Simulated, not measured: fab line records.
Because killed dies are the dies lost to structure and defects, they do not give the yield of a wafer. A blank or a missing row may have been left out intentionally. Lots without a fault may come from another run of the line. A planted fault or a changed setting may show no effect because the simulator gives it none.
2 desks looking at one fault / flow rit cmos / each desk has only its own numbers; what lay behind them comes last

THE METROLOGY DESK
Means of the sampled wafers that have a number, per lot and without regard to the tool the lot ran on: this is what the gauges read. The brackets show how far a lot's mean lies from the usual mean; more than 4 standard deviations puts the lot out of limits, marked OUT.
Columns: A = SPACER_NITRIDE_THK at RIT_SPACER_THK_MEAS_04, usual 249.6 nm; B = NSD_OVL at RIT_NSD_OVL_MEAS_06, usual 0.1 nm
lot=L130; first seen here=day 3 12:38; A=248.8; B=0.7
lot=L135; first seen here=day 4 14:19; A=248.5; B=0.5
lot=L141; first seen here=day 5 17:17; A=250.3; B=0.1
lot=L142; first seen here=day 5 20:19; A=248.5; B=0.2
lot=L146; first seen here=day 6 12:28; A=250.1; B=-0.2
lot=L147; first seen here=day 7 03:40; A=253.6; B=1.5
This desk's finding: nothing out of limits on any of the 6 lots.

TOOL OWNER'S DESK, implanter-02
RIT_NSD_IMPLANT_08, tool's own readings: per-lot mean of the sampled wafers with a number, covering each lot this tool ran. The brackets show how far a lot's mean lies from the usual mean; more than 4 standard deviations puts the lot out of limits, marked OUT.
Columns: A = beam energy keV at RIT_NSD_IMPLANT_08, usual 25.002
lot=L130; first seen here=day 3 14:01; A=25.008
lot=L141; first seen here=day 5 18:32; A=24.094 (-99 or more) OUT
lot=L142; first seen here=day 5 21:44; A=24.100 (-99 or more) OUT
This desk's finding: out of limits on L141, L142; first on L141, day 5 18:32 (beam energy keV at RIT_NSD_IMPLANT_08). In limits: L130.

TAKEN TOGETHER
At day 5 18:32, on L141, L142, the tool owner's desk was in a position to raise an alarm.
Nothing out of limits was seen by the metrology desk.
The metrology desk has L141, L142 on record, within its limits.
On implanter-02, each named lot ran RIT_NSD_IMPLANT_08.

WHAT WAS PUT IN BY THE SIMULATOR
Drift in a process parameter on implanter-02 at RIT_NSD_IMPLANT_08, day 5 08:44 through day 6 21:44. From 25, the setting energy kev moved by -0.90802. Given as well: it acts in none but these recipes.
Lots struck among those shown: L141, L142.
How many hours passed from the start of the fault until each desk's first out-of-limits reading: the tool owner's desk, 10.
